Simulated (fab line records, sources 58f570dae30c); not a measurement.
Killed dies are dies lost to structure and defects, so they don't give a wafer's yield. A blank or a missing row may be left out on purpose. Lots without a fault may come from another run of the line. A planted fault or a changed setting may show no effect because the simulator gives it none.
Which tool did it? | flow berkeley_cmos170 | 14 lots, 42 wafers sampled, at 1 step of a route of 331

WHAT THE GAUGES READ, wafer by wafer
UCB170_PVT_OVL_MEAS_06. Usual: PVT_OVL -2 nm, standard deviation 6.4.
lot  | measured     | on         | PVT_OVL (nm) | flag
L326 | day 6 03:19  | overlay-02 | 1 4 -1       |
L328 | day 7 01:54  | overlay-01 | -3 -7 -14    |
L327 | day 7 10:50  | overlay-01 | -11 -10 -6   |
L330 | day 7 11:16  | overlay-01 | 0 4 7        |
L331 | day 7 21:14  | overlay-01 | 2 2 -1       |
L336 | day 8 13:38  | overlay-02 | 14 10 14     |
L335 | day 8 13:52  | overlay-01 | -8 -2 -9     |
L337 | day 8 23:52  | overlay-01 | 6 3 0        |
L338 | day 9 00:03  | overlay-01 | -5 -4 3      |
L343 | day 10 03:20 | overlay-01 | -11 -11 -1   |
L344 | day 10 04:02 | overlay-02 | -6 -2 11     |
L346 | day 11 17:08 | overlay-01 | -4 2 -6      |
L349 | day 12 04:11 | overlay-01 | -4 -13 -7    |
L348 | day 12 04:27 | overlay-01 | -2 -1 -4     |

WHICH TOOL RAN EACH LOT (tool, then ch and the chambers of the sampled wafers, then the start)
The record holds no process step before these readings.

WHAT THE TOOLS THEMSELVES READ (means of the sampled wafers that have a number; where no wafer has one, the mark that the record gives instead)
The record holds no such reading with a usual standard deviation.

THE ANSWER, worked out from the rows above alone
Rule: a lot is off if the mean of its wafers that have a number lies more than 3 standard deviations from the usual mean. A lot without any number at a reading at which 4 lots or more have one is off too. The other lots that the step has rows for count as sound. The gauges are gone through in route order, then the tools' own readings, and for those a lot's mean is taken as printed above. The first step at which some lot is off is used, and at that step the reading that is off furthest; a lot without a number counts as furthest.
No lot is off at any reading shown: from this, nothing can be told.

WHAT THE SIMULATOR HAD PUT IN
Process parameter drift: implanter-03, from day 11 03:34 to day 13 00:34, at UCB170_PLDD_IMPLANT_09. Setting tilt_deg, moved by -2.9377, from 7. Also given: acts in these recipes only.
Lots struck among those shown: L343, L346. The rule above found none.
